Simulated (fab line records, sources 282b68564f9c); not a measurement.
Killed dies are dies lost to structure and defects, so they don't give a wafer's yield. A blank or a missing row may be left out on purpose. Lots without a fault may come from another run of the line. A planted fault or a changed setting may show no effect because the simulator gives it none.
Tool commonality check | flow rit_cmos | 14 lots, 42 wafers sampled

WHY IT WAS OPENED
At RIT_NWELL_TW_MEAS_10 the reading NWELL_TW is flagged on 2 of 14 lots. Wafers without a fault read 2148, standard deviation 15.
Rule: a lot is flagged when every wafer of it that has a number lies more than 4 standard deviations from that mean, or none has a number. The other lots count as sound.

lot  | measured    | on            | NWELL_TW, wafer by wafer | flag
L420 | day 2 05:59 | film_metro-04 | 2119 2117 2123           |
L421 | day 2 06:16 | film_metro-01 | 2157 2161 2155           |
L422 | day 2 14:14 | film_metro-04 | 2121 2125 2117           |
L423 | day 2 15:36 | film_metro-02 | 2120 2136 2141           |
L424 | day 2 19:35 | film_metro-04 | 2128 2131 2122           |
L425 | day 3 01:16 | film_metro-02 | 2153 2162 2152           |
L426 | day 3 06:08 | film_metro-02 | 2154 2153 2149           |
L429 | day 3 20:21 | film_metro-01 | 2167 2163 2166           |
L430 | day 4 00:43 | film_metro-01 | 2345 2345 2342           | FLAGGED
L432 | day 4 10:41 | film_metro-01 | 2148 2162 2150           |
L433 | day 4 15:34 | film_metro-04 | 2316 2315 2318           | FLAGGED
L437 | day 5 13:58 | film_metro-02 | 2152 2158 2142           |
L441 | day 6 09:28 | film_metro-01 | 2148 2167 2157           |
L442 | day 6 14:29 | film_metro-01 | 2136 2156 2159           |
The numbers of the flagged lots are 2330 on average: +182 against the usual, or +12 standard deviations.

WHICH TOOL RAN EACH LOT
The record holds 1 process step before the reading, out of a route of 202 steps. In each cell: the tool, then ch and the chambers that the sampled wafers went through, then the start.
lot  | flag    | RIT_NWELL_IMPLANT_08
L420 |         | implanter-04 ch 0, day 2 05:41
L421 |         | implanter-01 ch 0, day 2 05:59
L422 |         | implanter-02 ch 0, day 2 13:57
L423 |         | implanter-04 ch 0, day 2 15:16
L424 |         | implanter-04 ch 0, day 2 19:07
L425 |         | implanter-02 ch 0, day 3 00:56
L426 |         | implanter-04 ch 0, day 3 05:50
L429 |         | implanter-01 ch 0, day 3 20:02
L430 | FLAGGED | implanter-01 ch 0, day 4 00:23
L432 |         | implanter-02 ch 0, day 4 10:22
L433 | FLAGGED | implanter-01 ch 0, day 4 15:16
L437 |         | implanter-04 ch 0, day 5 13:39
L441 |         | implanter-02 ch 0, day 6 09:09
L442 |         | implanter-04 ch 0, day 6 14:13
What these steps do:
- RIT_NWELL_IMPLANT_08
- RIT_NWELL_TW_MEAS_10

FLAGGED OVER TOTAL, TOOL BY TOOL (the gauges that took the reading come last)
step                 | tool          | lots run | flagged | share of the flagged lots | sound lots run after its first flagged lot
RIT_NWELL_IMPLANT_08 | implanter-01  | 4        | 2       | all                       | 0
RIT_NWELL_IMPLANT_08 | implanter-02  | 4        | 0       | none                      | -
RIT_NWELL_IMPLANT_08 | implanter-04  | 6        | 0       | none                      | -
RIT_NWELL_TW_MEAS_10 | film_metro-01 | 6        | 1       | some                      | 3 (L432,L441,L442)
RIT_NWELL_TW_MEAS_10 | film_metro-02 | 4        | 0       | none                      | -
RIT_NWELL_TW_MEAS_10 | film_metro-04 | 4        | 1       | some                      | 0

WHAT THE TABLE ALLOWS
1 row of the table ran every flagged lot: implanter-01 at RIT_NWELL_IMPLANT_08.
- implanter-01 at RIT_NWELL_IMPLANT_08: 2 of its 4 lots flagged. Its last sound lot is L429 (day 3 20:02), its first flagged lot L430 (day 4 00:23): a fault that began between those two fits. Its own readings lie more than 4 standard deviations out on every wafer of the flagged lots: dose_ions_cm2, faraday_current_uA.
One tool is left: implanter-01 at RIT_NWELL_IMPLANT_08.

WHAT THE SIMULATOR HAD PUT IN
Process parameter drift: implanter-01, from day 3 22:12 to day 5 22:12, at RIT_NWELL_IMPLANT_08. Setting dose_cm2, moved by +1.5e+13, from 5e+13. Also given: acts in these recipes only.
Lots struck among those shown: L430, L433. The rule above found the same.
